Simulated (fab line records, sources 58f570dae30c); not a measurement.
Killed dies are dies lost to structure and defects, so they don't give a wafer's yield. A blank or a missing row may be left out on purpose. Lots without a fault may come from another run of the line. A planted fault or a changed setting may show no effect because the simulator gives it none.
fab line records | flow berkeley_cmos170
record lots=15 wafers=45 last_day=13
route steps=331 shown V1@263
lots that met no fault: from a run of the same line without faults
start_h: hours from the record's first day to the start of the lot's first wafer shown | wait_h: hours since the lot's step before | " the same as in the row above | L1.1+2: a row that stands for several wafers | - no value, or no start given | * or withheld: withheld | < > ~ a bound
route shown NAME@n: a module of which the file shows steps, and the number in the route of the first | usual: mean/standard deviation of fault-free wafers | same: alike in all rows | chamber/n: place in a boat | sites: the reading at each site | _std_site: their standard deviation | _edge_site: outer sites' mean less inner sites' | radius_mm: how far each site lies from the wafer's centre | mask NAME#n: copy n | behind: the tool/chamber that last shaped the wafer | hold: why the lot was held/for how many hours/how that ended | device: the transistor (n, p or np) that didn't switch | end of line: the same wafers' tests at the end of the route | a step without rows: its recipe alone | killed: dies lost to structure and defects at the first sort, not the wafer's yield | map: a wafer's dies, x killed, . not, _ none there
set.NAME: the setting as run; set.NAME@STEP: as run at that earlier step | model.NAME: the simulator's own value behind a step, which no gauge read
steps of the route over a sample of lots; a table a step, a row a wafer
services: from which hour (start_h, from the record's first day; less than 0 if before it) a tool's chamber was out of use, for how many hours, and why
## steps
# step UCB170_V1_EXPOSE_09
# recipe mask_id=VIA1 target_cd_nm=700 na=0.5 sigma_outer=0.6 source_shape=conventional dose_mj=37
# usual exposure_dose_mJ_cm2=37.01/0.036 focus_offset_nm=0.0/0.58
# columns lot.wafer tool chamber start_h wait_h mask exposure_dose_mJ_cm2 focus_offset_nm
L966.1 krf_scanner-02 0 176.07 0.1 VIA1#0 37.00 0.1
L966.2 " 0 " " VIA1#0 37.02 -1.1
L966.4 " 0 " " VIA1#0 36.99 -0.7
L967.3 krf_scanner-02 0 186.19 0.1 VIA1#0 36.93 -0.8
L967.4 " 0 " " VIA1#0 37.01 -0.4
L967.6 " 0 " " VIA1#0 36.92 0.4
L969.2 krf_scanner-02 0 188.67 0.1 VIA1#0 37.01 -0.6
L969.3 " 0 " " VIA1#0 36.99 -0.2
L969.5 " 0 " " VIA1#0 36.98 -0.4
L968.1 krf_scanner-01 0 191.67 0.3 VIA1#0 37.04 0.0
L968.3 " 0 " " VIA1#0 37.01 0.1
L968.4 " 0 " " VIA1#0 36.96 -0.5
L972.1 krf_scanner-02 0 205.70 0.2 VIA1#0 37.05 -0.7
L972.3 " 0 " " VIA1#0 37.00 -0.5
L972.4 " 0 " " VIA1#0 37.02 0.8
L973.4 krf_scanner-01 0 209.56 0.2 VIA1#0 37.02 0.3
L973.5 " 0 " " VIA1#0 36.99 0.0
L973.6 " 0 " " VIA1#0 37.06 0.7
L976.1 krf_scanner-02 0 221.33 0.2 VIA1#0 37.06 -0.2
L976.2 " 0 " " VIA1#0 37.02 0.7
L976.3 " 0 " " VIA1#0 37.03 0.3
L977.2 krf_scanner-02 0 222.56 0.1 VIA1#0 37.00 -1.0
L977.3 " 0 " " VIA1#0 37.05 -1.0
L977.6 " 0 " " VIA1#0 37.06 -0.4
L978.2 krf_scanner-01 0 227.38 0.1 VIA1#0 37.02 -0.3
L978.4 " 0 " " VIA1#0 37.00 -0.3
L978.5 " 0 " " VIA1#0 37.00 -0.2
L984.2 krf_scanner-01 - 256.41 0.2 VIA1#0 - -
L984.3 " - " " VIA1#0 - -
L984.5 " - " " VIA1#0 - -
L982.1 krf_scanner-01 - 257.66 0.1 VIA1#0 - -
L982.2 " - " " VIA1#0 - -
L982.5 " - " " VIA1#0 - -
L986.1 krf_scanner-01 - 271.26 0.1 VIA1#0 - -
L986.2 " - " " VIA1#0 - -
L986.4 " - " " VIA1#0 - -
L989.1 krf_scanner-02 0 292.52 0.1 VIA1#0 37.04 0.2
L989.3 " 0 " " VIA1#0 37.00 -0.7
L989.5 " 0 " " VIA1#0 37.03 -0.6
L987.2 krf_scanner-02 0 294.67 0.1 VIA1#0 37.02 1.0
L987.5 " 0 " " VIA1#0 36.97 0.5
L987.6 " 0 " " VIA1#0 36.96 0.2
L988.3 krf_scanner-02 0 296.57 0.2 VIA1#0 37.00 -0.2
L988.5 " 0 " " VIA1#0 37.02 0.9
L988.6 " 0 " " VIA1#0 36.99 0.1
## services
# columns tool chamber start_h hours kind
krf_scanner-01 - 153.87 1.1 repair
krf_scanner-01 - 189.41 1.0 pm
krf_scanner-01 - 199.18 1.3 pm
krf_scanner-02 - 249.56 1.4 repair
krf_scanner-02 - 254.73 1.3 pm
krf_scanner-02 - 264.02 0.3 repair
krf_scanner-01 - 280.56 0.4 repair
krf_scanner-01 - 290.21 5.3 repair
krf_scanner-01 - 291.20 2.3 repair
## key
first_sign step=UCB170_V1_EXPOSE_09 reading=tool_record direction=missing
effect none on later readings
met_at UCB170_V1_EXPOSE_09
struck_lots L982,L984,L986
later_rows_left_out L982.1,L982.2,L982.5,L984.2,L984.3,L984.5,L986.1,L986.2,L986.4
sort_left_out L982.1,L982.2,L982.5,L984.2,L984.3,L984.5,L986.1,L986.2,L986.4
onset_between 227.38 256.41
fault kind=skipped_step_whole tool=krf_scanner-01 chamber=- onset_h=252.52 steps=UCB170_V1_EXPOSE_09 scope=struck_lots_only
# sort_left_out: the simulated sort isn't trusted on such a fault, so these wafers' sort isn't shown, and their yield isn't known
# later_rows_left_out: the simulator's readings of these wafers behind a module that went badly wrong aren't trusted and aren't shown, but for the sort
